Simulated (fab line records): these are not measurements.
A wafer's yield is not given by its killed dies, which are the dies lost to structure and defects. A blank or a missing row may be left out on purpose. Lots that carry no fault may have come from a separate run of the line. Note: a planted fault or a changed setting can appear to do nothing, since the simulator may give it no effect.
fab line records    flow berkeleyCmos170
[record] lots = 24  wafers = 72  lastDay = 12
route steps=331 shown PSD@181 CONTACT@232 V2@296 M3@327
lots that met no fault: taken from a fault-free run of the same line
startH: start of the lot's first displayed wafer, in hours after the record's first day    waitH: hours from the lot's prior step to this one    " unchanged from the row above    L1.1+2: one row covering several wafers at once    - no value present, or no start provided    * or withheld: withheld    < > ~ a bound
route shown NAME@n: names a module that has steps shown in the file, with the first one's number in the route    usual: mean/standard deviation of fault-free wafers    same: alike in all rows    chamber/n: place in a boat    sites: the reading at each site    _std_site: standard deviation across them    _edge_site: mean of outer sites minus mean of inner sites    radiusMm: for every site, how far away it sits from the centre of the wafer    mask NAME#n: copy n    behind: the tool/chamber that last shaped the wafer    hold: what put the lot on hold/how long, in hours/how the hold closed    device: names the non-switching transistor (n, p or np)    end of line: the tests these same wafers got at the end of their route    step lacking rows: just its recipe    killed: dies lost to structure and defects at the first sort, not the wafer's yield    map: dies across one wafer; x = killed, . = not, _ = none there
set.NAME: the setting the step ran with; set.NAME@STEP: the setting that earlier step ran with    model.NAME: the simulator's own value behind a step, which no gauge read
steps of the route over a sample of lots; a table a step, a row a wafer
services: when a tool's chamber went out of use (startH, in hours from the record's first day, below 0 if earlier), for how many hours, and the reason
[[steps]]
[step UCB170_PSD_CD_MEAS_06]
[recipe] targetCdNm = 1200
[usual] cdNm = 1199.4/1.7
lot.wafer  tool      chamber  startH  waitH  cdNm
L074.3     cdSem-01  -        136.58  -      1198.7
L074.4     "         -        "       "      1197.6
L074.6     "         -        "       "      1198.2
L076.1     cdSem-01  -        136.78  -      1200.7
L076.2     "         -        "       "      1200.7
L076.6     "         -        "       "      1201.1
L075.2     cdSem-02  -        137.08  -      1203.6
L075.5     "         -        "       "      1202.7
L075.6     "         -        "       "      1202.6
L077.1     cdSem-02  -        144.95  -      1202.1
L077.2     "         -        "       "      1200.8
L077.6     "         -        "       "      1200.6
L079.1     cdSem-02  -        155.21  -      1200.3
L079.4     "         -        "       "      1201.2
L079.5     "         -        "       "      1201.2
L078.1     cdSem-02  -        155.51  -      1196.8
L078.3     "         -        "       "      1195.3
L078.6     "         -        "       "      1196.6
L081.1     cdSem-02  -        160.98  -      1200.7
L081.3     "         -        "       "      1199.3
L081.4     "         -        "       "      1199.3
L080.3     cdSem-02  -        161.35  -      1198.8
L080.5     "         -        "       "      1199.7
L080.6     "         -        "       "      1199.2
L082.2     cdSem-01  -        176.82  -      1198.3
L082.4     "         -        "       "      1200.2
L082.5     "         -        "       "      1198.5
L086.3     cdSem-01  -        181.95  -      1201.2
L086.5     "         -        "       "      1200.3
L086.6     "         -        "       "      1201.2
L084.1     cdSem-02  -        182.18  -      1197.0
L084.2     "         -        "       "      1197.4
L084.5     "         -        "       "      1197.4
L083.2     cdSem-01  -        182.74  -      1199.2
L083.3     "         -        "       "      1200.4
L083.5     "         -        "       "      1198.5
L085.2     cdSem-01  -        182.86  -      1197.5
L085.3     "         -        "       "      1198.6
L085.4     "         -        "       "      1198.2
L087.1     cdSem-02  -        204.74  -      1199.5
L087.2     "         -        "       "      1200.2
L087.3     "         -        "       "      1199.4
L089.1     cdSem-01  -        209.04  -      1200.0
L089.2     "         -        "       "      1200.2
L089.4     "         -        "       "      1199.0
L088.1     cdSem-02  -        209.15  -      1201.6
L088.4     "         -        "       "      1201.0
L088.5     "         -        "       "      1200.2
L090.1     cdSem-01  -        217.11  -      1199.0
L090.5     "         -        "       "      1198.1
L090.6     "         -        "       "      1198.5
L091.1     cdSem-01  -        217.36  -      1197.5
L091.3     "         -        "       "      1196.9
L091.6     "         -        "       "      1198.5
L093.1     cdSem-02  -        222.66  -      1198.4
L093.3     "         -        "       "      1198.8
L093.4     "         -        "       "      1197.3
L092.1     cdSem-01  -        222.79  -      1197.8
L092.2     "         -        "       "      1198.4
L092.6     "         -        "       "      1199.5
L096.3     cdSem-02  -        238.16  -      1198.4
L096.5     "         -        "       "      1198.0
L096.6     "         -        "       "      1197.7
L094.3     cdSem-01  -        238.22  -      1201.3
L094.4     "         -        "       "      1200.9
L094.5     "         -        "       "      1200.8
L095.2     cdSem-02  -        238.41  -      1201.1
L095.3     "         -        "       "      1203.1
L095.5     "         -        "       "      1201.7
L097.3     cdSem-02  -        243.22  -      1200.2
L097.5     "         -        "       "      1201.5
L097.6     "         -        "       "      1199.8
[step UCB170_CONTACT_OVL_MEAS_16]
[usual] CONTACT_OVL = 0/5.2
lot.wafer  tool        chamber  startH  waitH  CONTACT_OVL[nm]
L074.3     overlay-01  -        145.93  0.1    -3
L074.4     "           -        "       "      7
L074.6     "           -        "       "      0
L076.1     overlay-02  -        146.17  0.1    2
L076.2     "           -        "       "      5
L076.6     "           -        "       "      0
L075.2     overlay-01  -        146.46  0.1    -5
L075.5     "           -        "       "      -3
L075.6     "           -        "       "      -10
L077.1     overlay-01  -        153.60  0.1    5
L077.2     "           -        "       "      6
L077.6     "           -        "       "      7
L079.1     overlay-02  -        164.16  0.1    1
L079.4     "           -        "       "      1
L079.5     "           -        "       "      -2
L078.1     overlay-02  -        164.74  0.1    -1
L078.3     "           -        "       "      3
L078.6     "           -        "       "      -7
L080.3     overlay-01  -        171.09  0.1    -3
L080.5     "           -        "       "      3
L080.6     "           -        "       "      1
L081.1     overlay-02  -        171.36  0.1    0
L081.3     "           -        "       "      4
L081.4     "           -        "       "      3
L082.2     overlay-02  -        186.70  0.1    3
L082.4     "           -        "       "      -2
L082.5     "           -        "       "      0
L086.3     overlay-01  -        191.50  0.1    4
L086.5     "           -        "       "      -3
L086.6     "           -        "       "      3
L084.1     overlay-02  -        192.63  0.1    -3
L084.2     "           -        "       "      -4
L084.5     "           -        "       "      -2
L083.2     overlay-01  -        192.86  0.1    -7
L083.3     "           -        "       "      -5
L083.5     "           -        "       "      0
L085.2     overlay-02  -        192.91  0.1    1
L085.3     "           -        "       "      1
L085.4     "           -        "       "      3
L087.1     overlay-01  -        214.09  0.1    6
L087.2     "           -        "       "      1
L087.3     "           -        "       "      14
L089.1     overlay-01  -        218.62  0.1    -11
L089.2     "           -        "       "      -5
L089.4     "           -        "       "      -2
L088.1     overlay-01  -        221.10  0.1    7
L088.4     "           -        "       "      1
L088.5     "           -        "       "      -1
L090.1     overlay-01  -        225.16  0.1    10
L090.5     "           -        "       "      5
L090.6     "           -        "       "      -2
L091.1     overlay-02  -        225.66  0.1    12
L091.3     "           -        "       "      11
L091.6     "           -        "       "      3
L093.1     overlay-01  -        230.67  0.1    5
L093.3     "           -        "       "      -4
L093.4     "           -        "       "      5
L092.1     overlay-02  -        231.29  0.1    -2
L092.2     "           -        "       "      -9
L092.6     "           -        "       "      -2
L094.3     overlay-02  -        247.65  0.1    -3
L094.4     "           -        "       "      -2
L094.5     "           -        "       "      -1
L095.2     overlay-02  -        247.92  0.1    -16
L095.3     "           -        "       "      -5
L095.5     "           -        "       "      1
L096.3     overlay-01  -        248.17  0.1    5
L096.5     "           -        "       "      1
L096.6     "           -        "       "      -7
L097.3     overlay-02  -        254.81  0.1    -3
L097.5     "           -        "       "      -10
L097.6     "           -        "       "      2
[step UCB170_V2_THK_MEAS_04]
[recipe] reads = SiO2_of_V2_CVD_00
[usual] V2_POLISHED_THK = 1000.0/1.2
lot.wafer  tool          chamber  startH  waitH  V2_POLISHED_THK[nm]
L074.3     filmMetro-02  -        159.11  0.1    997.7
L074.4     "             -        "       "      997.1
L074.6     "             -        "       "      998.9
L076.1     filmMetro-02  -        159.75  0.1    1000.7
L076.2     "             -        "       "      999.4
L076.6     "             -        "       "      999.6
L075.2     filmMetro-01  -        160.03  0.1    998.3
L075.5     "             -        "       "      999.6
L075.6     "             -        "       "      1000.3
L077.1     filmMetro-02  -        168.19  0.1    1001.7
L077.2     "             -        "       "      1001.2
L077.6     "             -        "       "      1001.2
L078.1     filmMetro-01  -        177.83  0.1    999.8
L078.3     "             -        "       "      1000.5
L078.6     "             -        "       "      998.1
L079.1     filmMetro-04  -        178.18  0.1    1001.5
L079.4     "             -        "       "      1000.0
L079.5     "             -        "       "      1001.0
L081.1     filmMetro-02  -        187.21  0.1    998.1
L081.3     "             -        "       "      1001.1
L081.4     "             -        "       "      1000.6
L080.3     filmMetro-01  -        189.56  0.1    1000.7
L080.5     "             -        "       "      1001.9
L080.6     "             -        "       "      999.3
L082.2     filmMetro-04  -        199.39  0.1    999.5
L082.4     "             -        "       "      1000.1
L082.5     "             -        "       "      1000.0
L086.3     filmMetro-04  -        202.64  0.1    1001.6
L086.5     "             -        "       "      999.9
L086.6     "             -        "       "      1001.8
L084.1     filmMetro-04  -        205.02  0.1    998.6
L084.2     "             -        "       "      998.8
L084.5     "             -        "       "      1001.6
L085.2     filmMetro-04  -        205.34  0.1    998.9
L085.3     "             -        "       "      999.4
L085.4     "             -        "       "      998.5
L083.2     filmMetro-02  -        205.83  0.1    1000.4
L083.3     "             -        "       "      998.9
L083.5     "             -        "       "      1000.6
L087.1     filmMetro-04  -        228.31  0.1    997.4
L087.2     "             -        "       "      999.6
L087.3     "             -        "       "      999.7
L089.1     filmMetro-01  -        228.61  0.1    1000.7
L089.2     "             -        "       "      1001.3
L089.4     "             -        "       "      1001.5
L088.1     filmMetro-01  -        233.69  0.1    999.2
L088.4     "             -        "       "      1000.6
L088.5     "             -        "       "      999.9
L090.1     filmMetro-01  -        238.53  0.1    999.1
L090.5     "             -        "       "      1000.6
L090.6     "             -        "       "      1000.0
L091.1     filmMetro-04  -        239.22  0.1    1001.5
L091.3     "             -        "       "      999.6
L091.6     "             -        "       "      999.3
L092.1     filmMetro-04  -        244.29  0.1    998.2
L092.2     "             -        "       "      999.8
L092.6     "             -        "       "      1000.3
L093.1     filmMetro-01  -        244.38  0.1    1001.9
L093.3     "             -        "       "      1000.1
L093.4     "             -        "       "      999.8
L095.2     filmMetro-02  -        264.28  0.1    1001.1
L095.3     "             -        "       "      999.9
L095.5     "             -        "       "      1000.0
L096.3     filmMetro-01  -        264.41  0.1    998.9
L096.5     "             -        "       "      1000.1
L096.6     "             -        "       "      998.3
L094.3     filmMetro-02  -        264.84  0.1    1000.3
L094.4     "             -        "       "      1001.2
L094.5     "             -        "       "      1000.1
L097.3     filmMetro-04  -        270.90  0.1    1001.6
L097.5     "             -        "       "      998.3
L097.6     "             -        "       "      1000.8
[step UCB170_V2_OVL_MEAS_13]
[usual] V2_OVL = -4/5.8
lot.wafer  tool        chamber  startH  waitH  V2_OVL[nm]
L074.3     overlay-02  -        161.04  0.1    -10
L074.4     "           -        "       "      -14
L074.6     "           -        "       "      -15
L076.1     overlay-01  -        161.31  0.1    -10
L076.2     "           -        "       "      -6
L076.6     "           -        "       "      -5
L075.2     overlay-02  -        161.55  0.1    -12
L075.5     "           -        "       "      -14
L075.6     "           -        "       "      -14
L077.1     overlay-01  -        169.42  0.1    -6
L077.2     "           -        "       "      -4
L077.6     "           -        "       "      -4
L078.1     overlay-02  -        179.15  0.1    -5
L078.3     "           -        "       "      -5
L078.6     "           -        "       "      -9
L079.1     overlay-01  -        179.52  0.1    12
L079.4     "           -        "       "      7
L079.5     "           -        "       "      6
L081.1     overlay-02  -        188.45  0.1    -2
L081.3     "           -        "       "      -6
L081.4     "           -        "       "      -9
L080.3     overlay-02  -        190.87  0.1    3
L080.5     "           -        "       "      2
L080.6     "           -        "       "      6
L082.2     overlay-01  -        200.72  0.1    -10
L082.4     "           -        "       "      -10
L082.5     "           -        "       "      -9
L086.3     overlay-01  -        203.95  0.1    4
L086.5     "           -        "       "      4
L086.6     "           -        "       "      0
L084.1     overlay-01  -        206.28  0.1    5
L084.2     "           -        "       "      2
L084.5     "           -        "       "      2
L085.2     overlay-01  -        206.84  0.1    -2
L085.3     "           -        "       "      -5
L085.4     "           -        "       "      0
L083.2     overlay-01  -        207.24  0.1    4
L083.3     "           -        "       "      0
L083.5     "           -        "       "      10
L087.1     overlay-02  -        229.84  0.1    3
L087.2     "           -        "       "      -3
L087.3     "           -        "       "      -1
L089.1     overlay-02  -        230.12  0.1    -7
L089.2     "           -        "       "      -15
L089.4     "           -        "       "      -5
L088.1     overlay-02  -        235.39  0.1    -7
L088.4     "           -        "       "      -7
L088.5     "           -        "       "      1
L090.1     overlay-02  -        239.73  0.1    -4
L090.5     "           -        "       "      2
L090.6     "           -        "       "      -1
L091.1     overlay-02  -        240.95  0.1    -10
L091.3     "           -        "       "      -7
L091.6     "           -        "       "      -5
L092.1     overlay-02  -        246.02  0.1    -8
L092.2     "           -        "       "      1
L092.6     "           -        "       "      -6
L093.1     overlay-01  -        246.47  0.1    -9
L093.3     "           -        "       "      -6
L093.4     "           -        "       "      -10
L095.2     overlay-02  -        265.96  0.1    -4
L095.3     "           -        "       "      4
L095.5     "           -        "       "      -4
L096.3     overlay-01  -        266.21  0.1    5
L096.5     "           -        "       "      0
L096.6     "           -        "       "      4
L094.3     overlay-02  -        266.52  0.1    -9
L094.4     "           -        "       "      -17
L094.5     "           -        "       "      -15
L097.3     overlay-01  -        272.63  0.1    -6
L097.5     "           -        "       "      -9
L097.6     "           -        "       "      0
[step UCB170_M3_METAL_ETCH_18]
[recipe] chemistry = Cl2/BCl3  target = Al  stopOn = SiO2  pressureMtorr = 12  targetDepthA = 11700  overEtchFrac = 0.3  timeS = 195  icpW = 600  biasW = 120  Cl2_flow_sccm = 90  bcl3FlowSccm = 45
[usual] drypumpMotorCurrentA = 5.6/0.37  oesProductAu = 0.855/0.012  throttleValvePct = 24.31/0.22
lot.wafer  tool         chamber  startH  waitH  drypumpMotorCurrentA  oesProductAu  rfHoursCounterH  throttleValvePct
L074.3     rieMetal-01  1        165.09  -      5.8                   0.863         -                24.41
L074.4     "            0        "       "      5.3                   0.859         -                24.23
L074.6     "            1        "       "      5.8                   0.860         -                24.40
L076.1     rieMetal-04  0        165.27  -      4.9                   0.856         2                24.47
L076.2     "            1        "       "      5.9                   0.860         0                24.70
L076.6     "            0        "       "      4.9                   0.851         -                24.46
L075.2     rieMetal-02  0        165.61  -      5.9                   0.881         -                24.26
L075.5     "            0        "       "      5.9                   0.874         -                24.29
L075.6     "            0        "       "      5.9                   0.872         -                24.28
L077.1     rieMetal-02  0        172.10  -      5.9                   0.862         6                24.27
L077.2     "            0        "       "      6.0                   0.869         -                24.28
L077.6     "            0        "       "      5.9                   0.857         -                24.28
L078.1     rieMetal-02  0        182.92  -      5.9                   0.855         7                24.28
L078.3     "            0        "       "      5.9                   0.861         -                24.27
L078.6     "            0        "       "      5.9                   0.863         -                24.28
L079.1     rieMetal-04  0        184.20  -      4.9                   0.848         2                24.49
L079.4     "            0        "       "      5.0                   0.855         -                24.50
L079.5     "            0        "       "      4.9                   0.852         -                24.48
L081.1     rieMetal-04  1        191.63  -      5.9                   0.836         1                24.72
L081.3     "            1        "       "      5.9                   0.845         -                24.72
L081.4     "            0        "       "      4.9                   0.852         -                24.49
L080.3     rieMetal-01  1        194.86  -      5.8                   0.870         -                24.40
L080.5     "            0        "       "      5.3                   0.858         -                24.23
L080.6     "            1        "       "      5.8                   0.866         -                24.39
L082.2     rieMetal-02  1        203.61  -      5.8                   0.837         8                23.90
L082.4     "            0        "       "      5.9                   0.864         -                24.29
L082.5     "            0        "       "      5.9                   0.867         -                24.27
L086.3     rieMetal-02  0        206.69  -      5.9                   0.864         -                24.27
L086.5     "            1        "       "      5.8                   0.835         -                23.89
L086.6     "            0        "       "      6.0                   0.867         -                24.29
L084.1     rieMetal-01  0        211.24  -      5.3                   0.843         13               24.24
L084.2     "            1        "       "      5.8                   0.847         10               24.40
L084.5     "            1        "       "      5.8                   0.841         -                24.41
L085.2     rieMetal-02  0        211.96  -      5.9                   0.859         8                24.27
L085.3     "            0        "       "      5.9                   0.860         -                24.28
L085.4     "            1        "       "      5.8                   0.822         -                23.91
L083.2     rieMetal-04  0        211.98  -      4.9                   0.857         -                24.48
L083.3     "            0        "       "      4.9                   0.864         -                24.47
L083.5     "            0        "       "      4.9                   0.857         -                24.47
L087.1     rieMetal-02  1        233.09  -      5.8                   0.838         9                23.91
L087.2     "            0        "       "      5.9                   0.876         9                24.27
L087.3     "            1        "       "      5.8                   0.844         -                23.89
L089.1     rieMetal-01  1        233.78  -      5.8                   0.862         11               24.39
L089.2     "            0        "       "      5.3                   0.857         14               24.23
L089.4     "            0        "       "      5.3                   0.851         -                24.23
L088.1     rieMetal-02  1        238.50  -      5.8                   0.840         9                23.89
L088.4     "            1        "       "      5.8                   0.832         -                23.89
L088.5     "            0        "       "      5.9                   0.871         -                24.28
L090.1     rieMetal-01  1        242.64  -      5.8                   0.850         11               24.40
L090.5     "            0        "       "      5.3                   0.848         -                24.24
L090.6     "            1        "       "      5.8                   0.861         -                24.40
L091.1     rieMetal-02  0        243.50  -      5.9                   0.871         9                24.28
L091.3     "            0        "       "      5.9                   0.873         -                24.28
L091.6     "            1        "       "      5.8                   0.853         -                23.88
L092.1     rieMetal-01  0        249.53  -      5.4                   0.861         14               24.22
L092.2     "            1        "       "      5.8                   0.861         11               24.41
L092.6     "            1        "       "      5.8                   0.849         -                24.41
L093.1     rieMetal-04  1        249.60  -      5.9                   0.845         2                24.70
L093.3     "            1        "       "      5.9                   0.827         -                24.72
L093.4     "            0        "       "      4.9                   0.851         -                24.48
L095.2     rieMetal-02  0        270.07  -      6.0                   0.860         9                24.29
L095.3     "            0        "       "      6.0                   0.850         -                24.28
L095.5     "            1        "       "      5.8                   0.836         -                23.90
L096.3     rieMetal-01  0        270.25  -      5.3                   0.850         -                24.24
L096.5     "            0        "       "      5.3                   0.853         -                24.24
L096.6     "            1        "       "      5.8                   0.853         -                24.42
L094.3     rieMetal-04  1        270.86  -      5.9                   0.841         -                24.70
L094.4     "            0        "       "      4.9                   0.859         -                24.49
L094.5     "            1        "       "      5.9                   0.857         -                24.71
L097.3     rieMetal-01  0        275.72  -      5.3                   0.861         -                24.22
L097.5     "            1        "       "      5.8                   0.868         -                24.40
L097.6     "            0        "       "      5.3                   0.849         -                24.25
[step UCB170_M3_CD_MEAS_90]
[recipe] targetCdNm = 700
[usual] cdNm = 700/4.1
lot.wafer  tool      chamber  startH  waitH  cdNm
L074.3     cdSem-02  -        165.35  0.1    702
L074.4     "         -        "       "      695
L074.6     "         -        "       "      704
L076.1     cdSem-02  -        165.56  0.1    697
L076.2     "         -        "       "      694
L076.6     "         -        "       "      698
L075.2     cdSem-02  -        166.04  0.1    707
L075.5     "         -        "       "      706
L075.6     "         -        "       "      703
L077.1     cdSem-01  -        172.70  0.1    709
L077.2     "         -        "       "      707
L077.6     "         -        "       "      707
L078.1     cdSem-02  -        183.39  0.1    700
L078.3     "         -        "       "      701
L078.6     "         -        "       "      700
L079.1     cdSem-02  -        184.53  0.1    695
L079.4     "         -        "       "      695
L079.5     "         -        "       "      695
L081.1     cdSem-01  -        191.91  0.1    704
L081.3     "         -        "       "      705
L081.4     "         -        "       "      699
L080.3     cdSem-01  -        195.12  0.1    703
L080.5     "         -        "       "      698
L080.6     "         -        "       "      701
L082.2     cdSem-02  -        203.92  0.1    700
L082.4     "         -        "       "      702
L082.5     "         -        "       "      701
L086.3     cdSem-02  -        206.96  0.1    698
L086.5     "         -        "       "      693
L086.6     "         -        "       "      698
L084.1     cdSem-01  -        211.53  0.1    697
L084.2     "         -        "       "      699
L084.5     "         -        "       "      702
L085.2     cdSem-01  -        212.26  0.1    697
L085.3     "         -        "       "      701
L085.4     "         -        "       "      694
L083.2     cdSem-02  -        212.41  0.1    695
L083.3     "         -        "       "      693
L083.5     "         -        "       "      692
L087.1     cdSem-01  -        233.38  0.1    697
L087.2     "         -        "       "      700
L087.3     "         -        "       "      695
L089.1     cdSem-01  -        234.06  0.1    705
L089.2     "         -        "       "      700
L089.4     "         -        "       "      698
L088.1     cdSem-02  -        238.78  0.1    693
L088.4     "         -        "       "      694
L088.5     "         -        "       "      696
L090.1     cdSem-02  -        242.93  0.1    704
L090.5     "         -        "       "      699
L090.6     "         -        "       "      705
L091.1     cdSem-01  -        243.79  0.1    703
L091.3     "         -        "       "      705
L091.6     "         -        "       "      694
L092.1     cdSem-02  -        249.82  0.1    697
L092.2     "         -        "       "      704
L092.6     "         -        "       "      705
L093.1     cdSem-01  -        249.89  0.1    700
L093.3     "         -        "       "      699
L093.4     "         -        "       "      692
L095.2     cdSem-02  -        270.38  0.1    703
L095.3     "         -        "       "      704
L095.5     "         -        "       "      696
L096.3     cdSem-02  -        270.52  0.1    698
L096.5     "         -        "       "      694
L096.6     "         -        "       "      699
L094.3     cdSem-02  -        271.12  0.1    702
L094.4     "         -        "       "      698
L094.5     "         -        "       "      701
L097.3     cdSem-01  -        275.99  0.1    698
L097.5     "         -        "       "      705
L097.6     "         -        "       "      700
[[services]]
tool         chamber  startH  hours  kind
rieMetal-01  -        190.11  0.6    repair
rieMetal-04  1        198.64  16.3   repair
rieMetal-02  -        199.56  2.2    repair
[[key]]
fault none
